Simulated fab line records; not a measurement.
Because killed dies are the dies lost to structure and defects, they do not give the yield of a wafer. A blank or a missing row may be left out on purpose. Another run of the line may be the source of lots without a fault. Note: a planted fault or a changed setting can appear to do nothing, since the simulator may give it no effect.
Comparing a struck lot with a sound one | flow rit-cmos | 15 steps out of a route of 202
Sound: wafers L747.2, L747.4, L747.6. Struck: wafers L749.1, L749.2, L749.3. The cause comes at the end.
Per side, at each step with rows, come the tool, then ch with its chambers, and then its first start. Under that, the readings that differ: sound wafers | struck wafers | difference of the means | sigmas: that difference in standard deviations of wafers without a fault.
alike: readings with means less than 2 such deviations apart, plus words and numbers identical on both sides. not compared: withheld readings, readings lacking a value on some wafer, bounds such as >300 that could conceal the same value, and numbers that have no deviation in the record and whose values overlap.
A row with sigmas, a row that says differs or no value, or rows on one side alone: a step with any of these is where the two part. Non-overlapping numbers with no deviation appear without sigmas and do not part them. A reading that every wafer of one side lacks parts them only if that side has two wafers or more.

RIT_SPACER_ETCHBACK_05: etches Si3N4 in SF6/CHF3, stops on SiO2, target depth 250 nm, time 240 s.
  sound on rie-diel-04 ch 1,2, day 6 02:33; struck on rie-diel-01 ch 0,2,3, day 6 11:11
  alike: drypump-motor-current-A, oes-product-au, throttle-valve-pct
  not compared: rf-hours-counter-h
then, 6 steps without rows for these wafers: RIT_NSD_HMDS_00 (prime time 60 s); RIT_NSD_COAT_01 (resist thk 1000 nm); RIT_NSD_SOFTBAKE_02 (time 60 s); RIT_NSD_EXPOSE_03 (exposes mask M9, target cd 40700 nm); RIT_NSD_PEB_04; RIT_NSD_DEVELOP_05 (develop time 50 s).
RIT_NSD_OVL_MEAS_06:
  sound on overlay-01 at day 6 03:34; struck on overlay-01 at day 6 12:11
  alike: NSD_OVL
then, 2 steps without rows for these wafers: RIT_NSD_HARDBAKE_07 (time 60 s); RIT_NSD_IMPLANT_08.
RIT_NSD_STRIP_09: strips in O2, time 180 s.
  sound on plasma-asher-03 ch 0,1, day 6 03:53; struck on plasma-asher-02 ch 0,1, day 6 12:31
  alike: drypump-motor-current-A
  not compared: rf-hours-counter-h
RIT_NSD_TW_MEAS_10:
  sound on film-metro-03 at day 6 04:04; struck on film-metro-02 at day 6 12:41
  alike: NSD_TW
RIT_PSD_HMDS_00: prime time 60 s.
  sound on litho-track-02 ch 0, day 6 04:09; struck on litho-track-02 ch 0, day 6 12:45
  reading          | sound                | struck               | difference | sigmas
  prime-temp-c (C) | 140.10 139.85 139.92 | 133.04 132.95 132.94 | -6.98      | -50
then, 1 step without rows for these wafers: RIT_PSD_COAT_01 (resist thk 1000 nm).
RIT_M1_PROBE_99:
  sound on prober-01 at day 6 13:31; struck on prober-01 at day 6 22:41
  alike: killed-at-contacts, killed-at-front-end, killed-dies, killed-open, killed-short

## WHERE THEY PART
At RIT_PSD_HMDS_00 and nowhere else, as far as this record goes. Later steps at which nothing parts them and some readings are alike: RIT_M1_PROBE_99.

WHY: what had been put in by the simulator
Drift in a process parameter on litho-track-02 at RIT_PSD_HMDS_00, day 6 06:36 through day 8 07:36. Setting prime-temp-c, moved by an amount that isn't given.
